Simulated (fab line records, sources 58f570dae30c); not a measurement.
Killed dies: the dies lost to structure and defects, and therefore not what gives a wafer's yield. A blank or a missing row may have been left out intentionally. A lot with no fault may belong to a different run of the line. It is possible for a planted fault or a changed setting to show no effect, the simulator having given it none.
Which tool was responsible? | flow berkeley_cmos170 | 7 lots with 21 wafers sampled at 2 steps, on a route of 331 steps

## WHAT EACH GAUGE READ, for each wafer
UCB170_ACTIVE_THK_MEAS_06.
lot  | measured    | on            | ACTIVE_NITRIDE_THK (nm)
L792 | day 4 09:31 | film_metro-02 | 219.6 217.1 219.4
L795 | day 5 00:12 | film_metro-03 | 220.9 220.4 222.6
L799 | day 5 20:47 | film_metro-03 | 218.3 218.2 218.0
L802 | day 6 03:10 | film_metro-01 | 222.5 222.7 223.0
L805 | day 7 15:18 | film_metro-02 | 222.8 221.8 220.7
L811 | day 8 11:55 | film_metro-01 | 218.2 215.5 217.3
L814 | day 8 22:46 | film_metro-01 | 224.9 222.1 221.6

## WHICH TOOL RAN EACH LOT (tool, then ch and the chambers of the sampled wafers, then the start)
lot  | UCB170_ZERO_STRIP_07
L792 | plasma_asher-04 ch 0,1, day 1 22:49
L795 | plasma_asher-03 ch 0,1, day 2 14:16
L799 | plasma_asher-02 ch 0,1, day 3 11:12
L802 | plasma_asher-03 ch 0,1, day 4 00:52
L805 | plasma_asher-04 ch 0,1, day 4 19:04
L811 | plasma_asher-03 ch 0,1, day 5 23:27
L814 | plasma_asher-04 ch 0,1, day 6 15:08
- UCB170_ZERO_STRIP_07: strips in O2.

## THE ANSWER, worked out from the rows above alone
Rule: the lots themselves supply what counts as usual. Put in order of their means at a reading, lots are off if they are a third of the lots or fewer, leave a main group of 4 or more, and stand apart from it by a gap of 3 or more times the standard deviation of the main group's means; of several such gaps the widest counts. A main group is skipped when, at the precision printed for the reading in the tables above, its means are all equal. A lot without any number at a reading at which 4 lots or more have one is off too. All remaining lots with rows at the step are treated as sound.
None of the lots is off at any reading shown; this tells nothing.

## WHAT THE SIMULATOR HAD INSERTED
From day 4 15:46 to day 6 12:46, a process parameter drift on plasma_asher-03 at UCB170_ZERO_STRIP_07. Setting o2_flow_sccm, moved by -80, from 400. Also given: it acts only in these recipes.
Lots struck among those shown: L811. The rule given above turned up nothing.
